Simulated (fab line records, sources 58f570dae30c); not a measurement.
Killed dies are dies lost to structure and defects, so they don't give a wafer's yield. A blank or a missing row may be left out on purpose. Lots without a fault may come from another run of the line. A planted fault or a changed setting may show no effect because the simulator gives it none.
Split-lot experiment | flow berkeley_cmos170 | 5 lots, 23 wafers read, on a route of 331 steps

THE SPLIT
At UCB170_M1_EXPOSE_06 (exposes mask METAL1, target cd 700 nm), the setting dose_mj was moved away from the recipe's 21 on 6 of the 23 wafers read, by +4.9% to +6.3%. The other wafers ran this setting at the recipe's value.

FROM THE SPLIT TO THE READING: what the file shows between them, 6 steps
- UCB170_M1_PEB_07
- UCB170_M1_DEVELOP_08: develop time 45 s
- UCB170_M1_CD_MEAS_09: target cd 700 nm
- UCB170_M1_ETCH_11: etches BARC in N2/H2
- UCB170_M1_METAL_ETCH_12: etches Al in Cl2/BCl3, stops on PSG, target depth 780 nm, time 130 s
- UCB170_M1_STRIP_13: strips in O2

THE READING
cd_nm, in nm, at UCB170_M1_CD_MEAS_90 (target cd 700 nm). Fault-free wafers of this fab line usually give 701.9 nm, standard deviation 2.3 nm.

wafer  | tool, chamber at the split | dose_mj as run | against the recipe | cd_nm, nm | against lot-mates on the recipe
L074.1 | krf_scanner-01, 0          | 21             | recipe             | 697.7     | -
L074.2 | krf_scanner-01, 0          | 21             | recipe             | 699.6     | -
L074.3 | krf_scanner-01, 0          | 21             | recipe             | 697.9     | -
L074.4 | krf_scanner-01, 0          | 21             | recipe             | 697.9     | -
L074.6 | krf_scanner-01, 0          | 21             | recipe             | 698.7     | -
L078.1 | krf_scanner-01, 0          | 22.03          | +4.9%              | 696.5     | -5.0
L078.2 | krf_scanner-01, 0          | 21             | recipe             | 699.7     | -
L078.3 | krf_scanner-01, 0          | 21             | recipe             | 703.2     | -
L078.4 | krf_scanner-01, 0          | 22.03          | +4.9%              | 694.9     | -6.6
L078.6 | krf_scanner-01, 0          | 22.03          | +4.9%              | 696.0     | -5.5
L079.2 | krf_scanner-01, 0          | 21             | recipe             | 701.3     | -
L079.3 | krf_scanner-01, 0          | 21             | recipe             | 701.0     | -
L079.4 | krf_scanner-01, 0          | 21             | recipe             | 704.3     | -
L079.5 | krf_scanner-01, 0          | 21             | recipe             | 699.7     | -
L079.6 | krf_scanner-01, 0          | 21             | recipe             | 701.0     | -
L084.2 | krf_scanner-01, 0          | 21             | recipe             | 701.7     | -
L084.4 | krf_scanner-01, 0          | 21             | recipe             | 700.3     | -
L084.5 | krf_scanner-01, 0          | 21             | recipe             | 703.6     | -
L083.1 | krf_scanner-02, 0          | 21             | recipe             | 700.9     | -
L083.3 | krf_scanner-02, 0          | 22.32          | +6.3%              | 690.2     | -10.1
L083.4 | krf_scanner-02, 0          | 22.32          | +6.3%              | 689.3     | -11.0
L083.5 | krf_scanner-02, 0          | 21             | recipe             | 699.7     | -
L083.6 | krf_scanner-02, 0          | 22.32          | +6.3%              | 689.1     | -11.2

THE FIT
A straight line over all 23 wafers: cd_nm changes by -1.46 nm for each +1% of dose_mj; r = -0.88; the points scatter about the line by 2.1 nm.
The same after taking each lot's own level away (the mean of its wafers on the recipe; 23 wafers): -1.51 nm for each +1%; r = -0.94; scatter 1.4 nm.
On that fit, the largest move of dose_mj shifts the reading by 9.5 nm.
The lots' own levels span 698.36 to 701.87 nm, that is 1.5 times the standard deviation above.
So the lot-to-lot level changes the slope little: the two slopes agree.
Check: with one of the wafers moved furthest among these (+6.3%) left out of the fit, the line predicts -9.27 nm for it against its lot-mates. It came out at -10.1 nm against them.

OTHER SPLITS ON THESE WAFERS
These wafers also went through other splits before the reading. Each is held against what the fit with the lots' levels taken away leaves over:
other split on the same wafers | wafers away from the commonest value | r with cd_nm (lot level and that fit taken away)
UCB170_M1_COAT_04 spin_rpm     | 8                                    | -0.18

THE WHOLE CHAIN: every reading that the file lists as answering this split, in the file's order
step                    | what it does                                                         | reading                                                   | change (the file's fit)              | r (the file's)
UCB170_M1_CD_MEAS_09    | target cd 700 nm                                                     | cd_nm                                                     | -1.68 nm for each +1% of the setting | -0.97
UCB170_M1_ETCH_11       | etches BARC in N2/H2                                                 | M1.cd_nm (the simulator's own value, which no gauge read) | -1.67 nm for each +1% of the setting | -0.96
UCB170_M1_METAL_ETCH_12 | etches Al in Cl2/BCl3, stops on PSG, target depth 780 nm, time 130 s | M1.cd_nm (the simulator's own value, which no gauge read) | -1.55 nm for each +1% of the setting | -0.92
UCB170_M1_CD_MEAS_90    | target cd 700 nm                                                     | cd_nm                                                     | -1.5 nm for each +1% of the setting  | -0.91

THE FILE'S OWN FIT
cd_nm changes by -1.5 nm for each +1% of dose_mj, r = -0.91.
